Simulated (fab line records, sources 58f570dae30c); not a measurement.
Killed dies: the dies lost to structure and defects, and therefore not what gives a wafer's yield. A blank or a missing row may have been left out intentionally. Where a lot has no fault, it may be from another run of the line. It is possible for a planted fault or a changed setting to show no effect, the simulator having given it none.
Problem report in the 8D (eight disciplines) form, filled by code | flow berkeley-cmos170 | the parts of the form that need people (team, actions taken, sign-off) are left out

## 1. WHAT IS WRONG
Mean WELLDRIVE_OXIDE_THK at UCB170_WELLDRIVE_THK_MEAS_02: 179 nm over 6 wafers in 2 lots; fault-free wafers: 199 nm, standard deviation 3.9. Relative to the usual mean, that is a shift of -5.2 standard deviations.
Seen first at day 6 22:54 on film-metro-03, wafer L694.1. At this step, 42 wafers from 14 lots have a number in the record. Rule for "out" (also "out of limits"): further than 4 standard deviations from the usual mean. Any other wafer with a number is counted as sound.

## 2. WHAT IT IS, AND WHAT IT ISN'T
question                    | is                           | is not
which readings at this step | WELLDRIVE_OXIDE_THK          | -
which lots                  | L694, L695                   | L679, L680, L681, L683, L684, L685, L686, L687, L688, L690, L698, L702
which wafers of those lots  | all that have a number       | -
read on which gauges        | film-metro-01, film-metro-03 | film-metro-04
when                        | from day 6 22:54             | up to then (30 sound wafers); but 6 sound wafers of L698, L702 came after

## 3. SUSPECTS, AND WHAT RULES EACH OUT
Counting: a tool stays on the suspect list if, at a process step up to the reading, it processed all lots that are out and no sound lot following the first of them.
- ruled out: the gauge at UCB170_WELLDRIVE_THK_MEAS_02. Those wafers that are out were read across 2 gauges (film-metro-01, film-metro-03).
- furnace-01 at UCB170_WELLDRIVE_OXIDATION_01 (target thk 199 nm, ox time 9000 s): kept. It processed each lot that is out, first L694 at day 6 19:24, and no sound lot thereafter; up to then, the last sound lot it processed was L688 at day 5 11:46.
After counting, what remains is furnace-01 at UCB170_WELLDRIVE_OXIDATION_01.

## 4. THE CAUSE (what the simulator had put in)
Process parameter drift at UCB170_WELLDRIVE_OXIDATION_01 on furnace-01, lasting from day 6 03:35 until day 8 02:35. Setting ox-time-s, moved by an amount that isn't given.
The count eliminated every tool but this one.

## 5. THE EFFECT CHAIN, in route order
One row per reading whose mean, taken over the struck wafers that have a number, lies over 3 standard deviations from the usual. Only readings for which the record gives a usual standard deviation are gone through. hours: the time from each lot's start at the first step in this table that gives one to its start at this step, as a median over the lots. sigmas: the change in usual standard deviations.
hours | step                         | reading             | usual  | on struck wafers | change | sigmas
0     | UCB170_WELLDRIVE_THK_MEAS_02 | WELLDRIVE_OXIDE_THK | 199 nm | 179              | -20    | -5.2
At these later measuring or inspecting steps, every struck wafer for which the step has a row has a number for every such reading, and none has moved that far: UCB170_NLDD_CD_MEAS_06, UCB170_M1_CD_MEAS_09.

## 6. HOW IT WOULD HAVE BEEN CAUGHT EARLIER
The first out-of-limits reading at a measuring or inspecting step in this record came at day 6 22:54, 19 hours after the fault's start at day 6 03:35.
No tool reading at UCB170_WELLDRIVE_OXIDATION_01 that has a usual standard deviation in the record was out on any struck wafer, so an alarm limit of 4 standard deviations on those readings would not have fired.
Lots out: 2; all had begun UCB170_WELLDRIVE_OXIDATION_01 on furnace-01 by day 6 22:54. Holding the tool at that point would not have protected any of them.
